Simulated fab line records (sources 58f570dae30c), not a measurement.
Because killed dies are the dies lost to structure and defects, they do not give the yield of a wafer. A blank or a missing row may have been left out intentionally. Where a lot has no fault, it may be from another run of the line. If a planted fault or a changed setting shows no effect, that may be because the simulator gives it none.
Which tool is to blame?    flow berkeley_cmos170    7 lots with 21 wafers sampled at 2 steps, on a route of 331 steps

== WHAT THE GAUGES SHOWED, per wafer ==
UCB170_GATE_THK_MEAS_02.
lot   measured      on             GATE_OXIDE_THK (nm)
L754  day 7 11:47   film_metro-03  6.57 6.67 6.54
L756  day 7 20:55   film_metro-02  6.55 6.77 6.54
L758  day 7 20:55   film_metro-01  6.49 6.66 6.50
L760  day 8 15:52   film_metro-02  5.39 5.50 5.25
L768  day 9 14:27   film_metro-03  6.66 6.62 6.66
L774  day 11 15:27  film_metro-01  6.59 6.64 6.54
L776  day 11 15:27  film_metro-02  6.44 6.40 6.50

== EACH LOT AND THE TOOL THAT RAN IT (in order: tool; ch and the chambers of the sampled wafers; start) ==
lot   UCB170_GATE_OXIDATION_01
L754  furnace-01 ch 0, day 7 10:16
L756  furnace-02 ch 0, day 7 19:25
L758  furnace-02 ch 0, day 7 19:25
L760  furnace-02 ch 0, day 8 14:22
L768  furnace-01 ch 0, day 9 12:49
L774  furnace-02 ch 0, day 11 13:52
L776  furnace-02 ch 0, day 11 13:52
- UCB170_GATE_OXIDATION_01: target thk 6.6 nm, ox time 1800 s.

== THE ANSWER, worked out from the rows above alone ==
Rule: what is usual is taken from the lots themselves. The widest of any qualifying gaps counts: lots, ordered by their means at a reading, are off when they make up no more than a third of the lots, leave a main group of 4 or more, and stand apart from it by 3 or more times the standard deviation of that group's means. A main group is skipped when, at the precision printed for the reading in the tables above, its means are all equal. A lot without any number at a reading at which 4 lots or more have one is off too. All remaining lots with rows at the step are treated as sound.
Off: at UCB170_GATE_THK_MEAS_02 (GATE_OXIDE_THK), L760. The main group: mean 6.57 nm, standard deviation 0.064.
If a tool, at a process step before that reading, ran all the lots that are off and no sound lot after the first of them, it fits. Gauges at UCB170_GATE_THK_MEAS_02: tried the same way as those tools. None of those tried fits.

== WHAT THE SIMULATOR HAD INSERTED ==
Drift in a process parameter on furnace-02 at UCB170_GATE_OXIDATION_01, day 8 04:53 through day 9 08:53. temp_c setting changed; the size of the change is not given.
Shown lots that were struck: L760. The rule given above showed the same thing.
